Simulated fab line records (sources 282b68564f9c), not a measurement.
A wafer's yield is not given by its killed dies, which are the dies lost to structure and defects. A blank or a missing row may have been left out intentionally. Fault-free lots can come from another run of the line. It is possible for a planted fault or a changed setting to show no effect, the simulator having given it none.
Comparing a struck lot with a sound one / flow rit-cmos / 15 steps out of a route of 202
Sound: these wafers, L496.1, L496.3, L496.5. The struck wafers were L487.2, L487.4, L487.5. The cause is given at the end.
Order at every step that has rows: each side's tool, ch and its chambers, its first start. Under that, the readings that differ: sound wafers / struck wafers / difference of the means / sigmas: that difference in standard deviations of wafers without a fault.
alike: words and numbers the same on both sides, and readings whose means are apart by under 2 such deviations; not compared: readings that were withheld, readings missing a value for some wafer, numbers with overlapping values and no deviation given by the record, and bounds like >300 which may hide the same value.
A row with sigmas, a row that says differs or no value, or rows on one side alone: a step with any of these is where the two part. Non-overlapping numbers with no deviation appear without sigmas and do not part them. Lack of a reading on every wafer of one side parts them only where that side has two or more wafers.

first, 1 step without rows for these wafers: RIT_SDANNEAL_CLEAN_02 (cleans in SC2, time 600 s).
RIT_SDANNEAL_RTA_03: time 5 s.
  sound on rtp-anneal-01 ch 0, day 7 22:14; struck on rtp-anneal-02 ch 0, day 6 10:29
  alike: ramp-up-c-per-s, wafer_temp_C_max
RIT_SDANNEAL_RS_MEAS_04: measures by four-point-probe.
  sound on film-metro-04, day 7 22:18; struck on film-metro-01, day 6 10:34
  alike: PSD_RS
RIT_SDANNEAL_RS_MEAS_05: measures by four-point-probe.
  sound on film-metro-04, day 7 22:25; struck on film-metro-01, day 6 10:41
  alike: NSD_RS
RIT_SDANNEAL_RS_MEAS_06: measures by four-point-probe.
  sound on film-metro-04, day 7 22:32; struck on film-metro-01, day 6 10:48
  alike: PLDD_RS
RIT_SDANNEAL_RS_MEAS_07: measures by four-point-probe.
  sound on film-metro-04, day 7 22:40; struck on film-metro-01, day 6 10:55
  alike: NLDD_RS
then, 1 step without rows for these wafers: RIT_SILICIDE_WET_ETCH_00 (etches SiO2 in BOE, target depth 14 nm, time 15 s).
RIT_SILICIDE_SPUTTER_01: material Ti, target thk 30 nm, time 240 s.
  sound on pvd-sputter-04, day 7 22:47; struck on pvd-sputter-01, day 6 11:02
  alike: cathode-dc-power-W, chamber-pressure-pa, substrate-temp-c, throttle-valve-pct
RIT_SILICIDE_RS_MEAS_02: measures by four-point-probe.
  sound on film-metro-01, day 7 22:56; struck on film-metro-01, day 6 11:12
  alike: SILICIDE_TI_RS
RIT_SILICIDE_THK_MEAS_03: measures by xrf.
  sound on film-metro-01, day 7 23:04; struck on film-metro-01, day 6 11:19
  alike: SILICIDE_TI_THK
RIT_SILICIDE_RTA_04: time 10 s, ramp up 5 s, ramp down 5 s.
  sound on rtp-anneal-02 ch 0, day 7 23:07; struck on rtp-anneal-01 ch 0, day 6 11:22
reading=wafer_temp_C_max; sound=652.6 652.0 652.5; struck=654.2 653.3 654.4; difference=+1.6; sigmas=+2
then, 1 step without rows for these wafers: RIT_SILICIDE_WET_ETCH_05 (etches Ti in SPM, time 120 s).
RIT_SILICIDE_RTA_06: time 10 s, ramp up 5 s, ramp down 10 s.
  sound on rtp-anneal-01 ch 0, day 7 23:14; struck on rtp-anneal-02 ch 0, day 6 11:29
reading=wafer_temp_C_max; sound=753.4 753.7 755.2; struck=749.1 748.6 749.6; difference=-5.0; sigmas=-6
RIT_CONTACT_CVD_00: deposits SiO2 from TEOS, target thk 400 nm, time 61 s.
  sound on pecvd-03 ch 1,2, day 7 23:17; struck on pecvd-03 ch 0,2, day 6 11:32
  alike: heater-power-w, susceptor-temp-C
RIT_M1_PROBE_99:
  sound on prober-01, day 8 06:10; struck on prober-02, day 6 18:06
reading=model.etest.npoly-sal.rs-ohm-sq; sound=4.539 4.445 4.463; struck=4.761 4.75 4.747; difference=+0.270; sigmas=
reading=model.etest.ppoly-sal.rs-ohm-sq; sound=4.497 4.411 4.438; struck=4.734 4.711 4.741; difference=+0.280; sigmas=
reading=model.etest.pplus-sal.rs-ohm-sq; sound=4.513 4.41 4.443; struck=4.696 4.704 4.732; difference=+0.255; sigmas=
reading=model.etest.nplus-sal.rs-ohm-sq; sound=4.483 4.369 4.414; struck=4.718 4.696 4.687; difference=+0.278; sigmas=
reading=model.etest.pplus-sal.line-ohm-um; sound=1.306 1.242 1.286; struck=1.368 1.353 1.347; difference=+0.078; sigmas=
reading=model.etest.nplus-sal.line-ohm-um; sound=1.299 1.257 1.284; struck=1.357 1.349 1.355; difference=+0.074; sigmas=
reading=model.etest.contact-npoly.rc-ohm; sound=1.47 1.386 1.384; struck=1.526 1.522 1.486; difference=+0.098; sigmas=
reading=model.etest.contact-nplus.rc-ohm; sound=1.407 1.385 1.412; struck=1.504 1.498 1.482; difference=+0.093; sigmas=
  alike: killed-at-contacts, killed-at-front-end, killed-dies, killed-open, killed-short

## WHERE THEY PART
Last at RIT_SILICIDE_RTA_06 as far as this record goes, first at RIT_SILICIDE_RTA_04. Later steps at which nothing parts them and some readings are alike: RIT_CONTACT_CVD_00, RIT_M1_PROBE_99.

WHY: what the simulator had put in
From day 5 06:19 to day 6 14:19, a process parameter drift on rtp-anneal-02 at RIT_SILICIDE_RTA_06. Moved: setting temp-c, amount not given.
